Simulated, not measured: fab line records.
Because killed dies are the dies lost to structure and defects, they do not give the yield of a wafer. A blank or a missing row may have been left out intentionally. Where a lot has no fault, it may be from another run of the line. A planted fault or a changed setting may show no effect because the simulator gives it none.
Which tool was responsible? | flow berkeley-cmos170 | Sampling: 14 lots, 42 wafers, 3 of 331 route steps

WHAT EACH GAUGE READ, for each wafer
UCB170_V1_CD_MEAS_90 targets a cd of 700 nm. Usual: 700.6 nm for cd-nm, sd 1.5.
lot  | measured     | on        | cd-nm (nm)        | flag
L198 | day 8 08:35  | cd-sem-01 | 702.0 701.5 701.5 |
L197 | day 8 09:43  | cd-sem-01 | 699.7 700.8 700.9 |
L196 | day 8 13:41  | cd-sem-01 | 700.3 699.0 699.3 |
L199 | day 8 23:07  | cd-sem-01 | 699.3 699.1 699.0 |
L202 | day 10 03:38 | cd-sem-02 | 703.0 702.9 702.8 |
L205 | day 11 04:46 | cd-sem-01 | 700.9 701.0 700.9 |
L210 | day 11 08:09 | cd-sem-02 | 703.8 702.1 704.1 |
L209 | day 11 09:39 | cd-sem-01 | 701.6 701.5 703.0 |
L211 | day 11 22:15 | cd-sem-01 | 700.1 700.5 700.6 |
L213 | day 12 06:30 | cd-sem-01 | 702.6 702.9 701.9 |
L214 | day 12 18:00 | cd-sem-01 | 699.1 700.2 699.2 |
L215 | day 12 19:10 | cd-sem-01 | 700.4 700.3 701.6 |
L216 | day 13 00:10 | cd-sem-02 | 699.7 699.4 699.4 |
L219 | day 13 16:52 | cd-sem-01 | 700.3 699.6 700.1 |

UCB170_M2_CD_MEAS_15 targets a cd of 700 nm. Usual: 699.4 nm for cd-nm, sd 1.4.
lot  | measured     | on        | cd-nm (nm)        | flag
L198 | day 8 10:37  | cd-sem-01 | 698.8 700.3 698.2 |
L197 | day 8 13:20  | cd-sem-01 | 697.4 697.2 697.2 |
L196 | day 8 16:20  | cd-sem-01 | 699.2 699.8 698.8 |
L199 | day 9 01:16  | cd-sem-01 | 700.7 699.4 699.9 |
L202 | day 10 07:40 | cd-sem-02 | 698.4 698.6 699.6 |
L205 | day 11 07:59 | cd-sem-01 | 699.5 701.4 700.5 |
L210 | day 11 11:10 | cd-sem-01 | 698.2 699.3 699.2 |
L209 | day 11 13:49 | cd-sem-01 | 697.7 697.6 697.9 |
L211 | day 12 01:08 | cd-sem-02 | 699.5 701.6 699.5 |
L213 | day 12 08:31 | cd-sem-02 | 701.0 701.2 700.1 |
L214 | day 12 21:08 | cd-sem-01 | 699.0 699.3 699.3 |
L215 | day 12 21:29 | cd-sem-01 | 700.2 699.6 701.0 |
L216 | day 13 04:35 | cd-sem-01 | 698.2 698.5 699.3 |
L219 | day 13 20:59 | cd-sem-01 | 699.1 699.8 698.6 |

UCB170_M3_RS_MEAS_02: uses a four-point probe to measure. Usual: M3_AL_RS typically reads 0.0322 ohm/sq, with standard deviation 0.00041.
lot  | measured     | on            | M3_AL_RS (ohm/sq)    | flag
L198 | day 8 14:10  | film-metro-03 | 0.0325 0.0329 0.0328 |
L197 | day 8 16:47  | film-metro-03 | 0.0326 0.0322 0.0326 |
L196 | day 8 19:58  | film-metro-01 | 0.0314 0.0312 0.0312 |
L199 | day 9 04:36  | film-metro-01 | 0.0328 0.0323 0.0320 |
L202 | day 10 10:49 | film-metro-03 | 0.0330 0.0326 0.0327 |
L205 | day 11 11:28 | film-metro-02 | 0.0311 0.0311 0.0313 |
L210 | day 11 16:17 | film-metro-02 | 0.0326 0.0324 0.0327 |
L209 | day 11 17:35 | film-metro-03 | 0.0324 0.0318 0.0316 |
L211 | day 12 04:37 | film-metro-03 | 0.0321 0.0320 0.0318 |
L213 | day 12 11:50 | film-metro-01 | 0.0319 0.0322 0.0322 |
L214 | day 13 00:10 | film-metro-03 | 0.0322 0.0324 0.0323 |
L215 | day 13 01:38 | film-metro-01 | 0.0321 0.0321 0.0321 |
L216 | day 13 08:29 | film-metro-03 | 0.0320 0.0326 0.0320 |
L219 | day 14 01:15 | film-metro-01 | 0.0325 0.0320 0.0322 |

WHICH TOOL RAN EACH LOT (tool, then ch and the chambers of the sampled wafers, then the start)
There is no process step in the record ahead of these readings.

AS READ BY THE TOOLS THEMSELVES (means over the sampled wafers that have a number; for cases with no such wafer, the mark the record gives instead)
The record holds no such reading with a usual standard deviation.

THE ANSWER, worked out from the rows above alone
Rule: a lot counts as off when the mean over its wafers that have a number is more than 3 standard deviations away from the usual mean. Also off: a lot with no number at a reading for which 4 or more lots have one. Any other lot the step has rows for is counted as sound. The gauges are gone through in route order, then the tools' own readings, and for those a lot's mean is taken as printed above. At the first step where some lot is off, the reading lying furthest off is the one used; lots without a number count as furthest.
Nothing can be told from this: no lot is off at any reading shown.

WHAT THE SIMULATOR HAD INSERTED
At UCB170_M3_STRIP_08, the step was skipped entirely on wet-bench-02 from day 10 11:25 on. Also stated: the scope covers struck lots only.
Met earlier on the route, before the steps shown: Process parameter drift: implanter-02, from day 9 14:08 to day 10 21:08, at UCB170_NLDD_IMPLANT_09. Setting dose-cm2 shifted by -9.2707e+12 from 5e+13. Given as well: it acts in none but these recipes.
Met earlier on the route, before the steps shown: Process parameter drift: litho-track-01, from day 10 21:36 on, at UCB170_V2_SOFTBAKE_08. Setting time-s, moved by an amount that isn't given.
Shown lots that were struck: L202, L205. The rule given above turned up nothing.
